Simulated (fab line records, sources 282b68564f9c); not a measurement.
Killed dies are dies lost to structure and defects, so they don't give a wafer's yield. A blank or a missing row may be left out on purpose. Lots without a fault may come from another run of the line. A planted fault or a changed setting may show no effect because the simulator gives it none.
A struck lot beside a sound one | flow rit_cmos | 18 steps out of a route of 202
Sound: wafers L965.1, L965.4, L965.5. Struck: wafers L953.1, L953.2, L953.5. The cause comes at the end.
At each step with rows: each side's tool, then ch and its chambers, then its first start. Under that, the readings that differ: sound wafers | struck wafers | difference of the means | sigmas: that difference in standard deviations of wafers without a fault.
alike: readings whose means differ by less than 2 such deviations, and words and numbers that are the same on both sides. not compared: withheld readings, readings that some wafer has no value for, bounds like >300 that may hide the same value, and numbers for which the record gives no deviation and whose values overlap.
The two part at a step that has a row with sigmas, a row that says differs or no value, or rows on one side only. Numbers that don't overlap but have no deviation are shown without sigmas and don't part them. A reading that every wafer of one side lacks parts them only if that side has two wafers or more.

RIT_M1_SPUTTER_00: material Al, target thk 400 nm, time 500 s.
  sound on pvd_sputter-02, day 6 22:13; struck on pvd_sputter-02, day 4 12:34
  alike: throttle_valve_pct
RIT_M1_RS_MEAS_01: measures by four-point-probe.
  sound on film_metro-02, day 6 22:31; struck on film_metro-03, day 4 12:52
  alike: M1_AL_RS
RIT_M1_THK_MEAS_02: measures by xrf.
  sound on film_metro-02, day 6 22:38; struck on film_metro-03, day 4 12:59
  alike: M1_AL_THK
then, 6 steps without rows for these wafers: RIT_M1_HMDS_03 (prime time 60 s); RIT_M1_COAT_04 (resist thk 1300 nm); RIT_M1_SOFTBAKE_05 (time 60 s); RIT_M1_EXPOSE_06 (exposes mask M12, target cd 2600 nm); RIT_M1_PEB_07; RIT_M1_DEVELOP_08 (develop time 68 s).
RIT_M1_CD_MEAS_09: target cd 2600 nm.
  sound on cd_sem-01, day 6 23:42; struck on cd_sem-02, day 4 13:59
  reading    | sound                | struck               | difference | sigmas
  cd_nm (nm) | 2598.9 2600.3 2601.8 | 2604.9 2606.9 2606.8 | +5.9       | +3
RIT_M1_OVL_MEAS_10:
  sound on overlay-01, day 6 23:51; struck on overlay-01, day 4 14:07
  alike: M1_OVL
then, 1 step without rows for these wafers: RIT_M1_HARDBAKE_11 (time 120 s).
RIT_M1_METAL_ETCH_12: etches Al in Cl2/BCl3, stops on SiO2, time 165 s, target depth 600 nm.
  sound on rie_metal-03 ch 0, day 7 00:08; struck on rie_metal-03 ch 0,1, day 4 14:24
  no value came back on the struck wafers for any of 5 readings (bcl3_flow_sccm (sccm), chamber_pressure_mTorr (mTorr) and others); on the sound wafers bcl3_flow_sccm (sccm) reads 49.85 49.80 50.03
  reading                                  | sound             | struck            | difference | sigmas
  model.NOVOLAK_of_M1_COAT_04.thk_nm (nm)  | 802.3 800.2 804.1 | 1133 1133 1133    | +331       |
  model.SiO2_of_CONTACT_CVD_00.thk_nm (nm) | 361.4 381.1 362.1 | 398.1 386.1 403.7 | +27.8      |
  not compared: rf_hours_counter_h
then, 1 step without rows for these wafers: RIT_M1_STRIP_13 (strips in nmp, time 600 s).
RIT_M1_STRIP_14: strips in O2, time 180 s.
  sound on plasma_asher-02 ch 0,1, day 7 00:38; struck on plasma_asher-02 ch 0,1, day 4 14:45
  alike: drypump_motor_current_A, o2_flow_sccm
  not compared: rf_hours_counter_h
RIT_M1_CD_MEAS_90: target cd 2600 nm.
  sound on cd_sem-01, day 7 00:49; struck on cd_sem-02, day 4 14:56
  reading    | sound          | struck | difference                    | sigmas
  cd_nm (nm) | 2597 2598 2600 | - - -  | no value on the struck wafers |
then, 1 step without rows for these wafers: RIT_M1_ANNEAL_15 (time 1800 s).
RIT_M1_PROBE_99:
  sound on prober-02, day 7 02:33; struck on prober-02, day 4 16:40
  reading                  | sound             | struck         | difference | sigmas
  defect_limited_yield (%) | 95.8 97.3 95.8    | 0 0 0          | -96        | -88
  killed_at_M0_to_M3       | 0 0 0             | 259 259 253    | +257       | +99 or more
  killed_dies              | 11 7 11           | 264 264 264    | +254       | +88
  killed_on_rim            | 4 2 1             | 70 70 70       | +68        | +48
  sort_bin_5_function (%)  | 2.3 1.5 2.7       | 99.2 99.2 97.7 | +96.5      | +99 or more
  sort_n_pass              | 253.0 257.0 253.0 | 0 0 0          | -254       | -88
  sort_yield_pct (%)       | 95.8 97.3 95.8    | 0 0 0          | -96        | -88
  alike: killed_at_contacts, killed_at_front_end, killed_open, killed_short, sort_bin_3_pad_short, sort_bin_6_memory

WHERE THEY PART
First at RIT_M1_CD_MEAS_09; last, within this record, at RIT_M1_PROBE_99.

WHY: what the simulator had put in
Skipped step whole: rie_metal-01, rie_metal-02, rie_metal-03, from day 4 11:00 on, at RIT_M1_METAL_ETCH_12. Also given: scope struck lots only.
